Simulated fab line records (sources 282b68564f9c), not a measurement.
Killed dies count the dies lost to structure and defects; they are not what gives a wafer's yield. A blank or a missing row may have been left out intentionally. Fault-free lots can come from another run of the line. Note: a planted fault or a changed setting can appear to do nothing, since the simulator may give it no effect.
Which tool did it? :: flow rit cmos :: 39 wafers from 13 lots sampled at 2 of the route's 202 steps

== WHAT THE GAUGES READ, wafer by wafer ==
RIT_ACTIVE_CD_MEAS_11: target cd 1400 nm. Usual: cd nm at 1400.3 nm, with a standard deviation of 2.5.
lot: L738
measured: day 1 14:34
on: cd sem-02
cd nm (nm): 1398.3 1399.5 1397.9
flag: 

lot: L740
measured: day 2 00:28
on: cd sem-01
cd nm (nm): 1400.5 1401.7 1403.2
flag: 

lot: L741
measured: day 2 05:34
on: cd sem-01
cd nm (nm): 1395.3 1394.8 1397.6
flag: 

lot: L742
measured: day 2 11:07
on: cd sem-02
cd nm (nm): 1397.8 1399.2 1397.8
flag: 

lot: L743
measured: day 2 16:52
on: cd sem-01
cd nm (nm): 1396.6 1398.0 1399.1
flag: 

lot: L744
measured: day 2 23:27
on: cd sem-02
cd nm (nm): 1398.6 1400.9 1400.9
flag: 

lot: L745
measured: day 3 02:53
on: cd sem-01
cd nm (nm): 1402.6 1402.1 1401.9
flag: 

lot: L749
measured: day 3 22:04
on: cd sem-01
cd nm (nm): 1396.3 1398.8 1399.6
flag: 

lot: L750
measured: day 4 03:34
on: cd sem-01
cd nm (nm): 1397.8 1397.6 1396.3
flag: 

lot: L754
measured: day 5 00:28
on: cd sem-01
cd nm (nm): 1402.2 1402.3 1401.1
flag: 

lot: L756
measured: day 5 08:56
on: cd sem-01
cd nm (nm): 1395.8 1397.1 1396.5
flag: 

lot: L758
measured: day 5 18:46
on: cd sem-02
cd nm (nm): 1400.3 1398.9 1400.2
flag: 

lot: L760
measured: day 6 04:47
on: cd sem-01
cd nm (nm): 1398.9 1400.3 1400.5
flag: 

RIT_PRETRO_TW_MEAS_10. Usual: for PRETRO_TW the level is 475.6 and the standard deviation is 2.8.
lot: L738
measured: day 2 08:26
on: film metro-02
PRETRO_TW: 473.8 476.8 473.1
flag: 

lot: L740
measured: day 2 19:05
on: film metro-03
PRETRO_TW: 480.1 479.3 479.8
flag: 

lot: L741
measured: day 3 00:35
on: film metro-02
PRETRO_TW: 476.1 472.8 474.0
flag: 

lot: L742
measured: day 3 05:11
on: film metro-03
PRETRO_TW: 477.7 478.6 478.8
flag: 

lot: L743
measured: day 3 12:11
on: film metro-01
PRETRO_TW: 471.3 469.2 472.0
flag: 

lot: L744
measured: day 3 18:28
on: film metro-03
PRETRO_TW: 478.0 476.1 477.8
flag: 

lot: L745
measured: day 3 22:49
on: film metro-03
PRETRO_TW: 477.0 476.8 476.8
flag: 

lot: L749
measured: day 4 16:52
on: film metro-01
PRETRO_TW: 474.8 473.1 474.4
flag: 

lot: L750
measured: day 4 21:01
on: film metro-02
PRETRO_TW: 473.0 474.0 476.7
flag: 

lot: L754
measured: day 5 17:48
on: film metro-02
PRETRO_TW: 476.3 476.0 474.2
flag: 

lot: L756
measured: day 6 03:41
on: film metro-02
PRETRO_TW: 474.9 472.5 473.7
flag: 

lot: L758
measured: day 6 13:21
on: film metro-02
PRETRO_TW: 477.2 474.6 472.7
flag: 

lot: L760
measured: day 6 23:05
on: film metro-02
PRETRO_TW: 473.2 476.1 471.8
flag: 

== EACH LOT AND THE TOOL THAT RAN IT (in order: tool; ch and the chambers of the sampled wafers; start) ==
Record: no process step prior to these readings.

== AS READ BY THE TOOLS THEMSELVES (means over the sampled wafers that have a number; for cases with no such wafer, the mark the record gives instead) ==
The record holds no such reading with a usual standard deviation.

== THE ANSWER, worked out from the rows above alone ==
Rule: a lot is off if the mean of its wafers that have a number lies more than 3 standard deviations from the usual mean. Also off: a lot with no number at a reading for which 4 or more lots have one. The other lots that the step has rows for count as sound. First the gauges in route order, then the tools' own readings, where a lot's mean is used as printed above. The first step at which some lot is off is used, and at that step the reading that is off furthest; a lot without a number counts as furthest.
No lot is off on any of the readings shown, so nothing can be concluded from this.

== WHAT THE SIMULATOR HAD INSERTED ==
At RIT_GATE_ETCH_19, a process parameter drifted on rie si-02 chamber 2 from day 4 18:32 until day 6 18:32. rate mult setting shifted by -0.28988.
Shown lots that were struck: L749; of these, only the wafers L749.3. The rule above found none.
